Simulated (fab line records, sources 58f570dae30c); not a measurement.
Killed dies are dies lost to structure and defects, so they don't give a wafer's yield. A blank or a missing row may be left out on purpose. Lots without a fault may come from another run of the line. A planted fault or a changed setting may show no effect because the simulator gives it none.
Chamber matching | flow berkeley_cmos170 | UCB170_V1_ETCH_14 on rie_diel-04: 4 sister chambers
The step etches SiO2 in CHF3/CF4/Ar, stops on Al, target depth 1250 nm, time 291 s. 15 wafers are shown with their chamber, then 7 later ones without.

WAFERS WITH THEIR CHAMBER
wafer  | chamber | throttle_valve_pct (%) | oes_product_au (a.u.) | run_length_s (s)
L392.1 | 3       | 7.07                   | 0.878                 | 319.3
L392.2 | 2       | 6.82                   | 0.871                 | 319.3
L392.5 | 1       | 6.77                   | 0.890                 | 319.4
L396.2 | 2       | 6.81                   | 0.867                 | 318.9
L396.4 | 1       | 6.78                   | 0.889                 | 319.7
L396.6 | 2       | 6.81                   | 0.882                 | 319.1
L398.2 | 3       | 7.06                   | 0.874                 | 319.6
L398.5 | 2       | 6.81                   | 0.867                 | 319.3
L398.6 | 3       | 7.06                   | 0.876                 | 319.7
L397.1 | 1       | 6.78                   | 0.885                 | 319.1
L397.2 | 0       | 7.15                   | 0.892                 | 319.3
L397.4 | 2       | 6.81                   | 0.873                 | 318.9
L401.3 | 2       | 6.83                   | 0.875                 | 319.0
L401.5 | 3       | 7.07                   | 0.885                 | 319.7
L401.6 | 0       | 7.14                   | 0.885                 | 319.4

SIGNATURES (means of the wafers above)
reading            | chamber 0 | chamber 1 | chamber 2 | chamber 3 | scatter within a chamber
throttle_valve_pct | 7.1450    | 6.7767    | 6.8150    | 7.0650    | 0.00718
oes_product_au     | 0.88850   | 0.88800   | 0.87250   | 0.87825   | 0.00492
run_length_s       | 319.350   | 319.400   | 319.083   | 319.575   | 0.205
Rule: a wafer's distance from a chamber is the root of the sum, over the readings, of the square of ((its reading less the chamber's mean) divided by the reading's scatter). The wafer belongs to the nearest chamber; if the next one is less than 2 further off, it can't be placed. The scatter: the root of (the sum of the squares of (reading less its chamber's mean) over the shown wafers, divided by (wafers less chambers)).

WAFERS WITHOUT THEIR CHAMBER
wafer  | throttle_valve_pct (%) | oes_product_au (a.u.) | run_length_s (s)
L402.4 | 7.06                   | 0.873                 | 319.9
L402.5 | 6.82                   | 0.870                 | 319.6
L402.6 | 6.78                   | 0.884                 | 319.3
L405.4 | 7.14                   | 0.886                 | 318.6
L405.5 | 6.80                   | 0.870                 | 319.3
L408.1 | 7.14                   | 0.872                 | 319.3
L408.4 | 7.07                   | 0.879                 | 320.0

WHICH CHAMBER EACH WENT THROUGH
wafer  | from the rows above | in truth
L402.4 | 3                   | 3
L402.5 | 2                   | 2
L402.6 | 1                   | 1
L405.4 | 0                   | 0
L405.5 | 2                   | 2
L408.1 | 0                   | 0
L408.4 | 3                   | 3
Placed correctly: 7 of 7. Can't be placed from these rows: 0. Placed wrongly: 0.
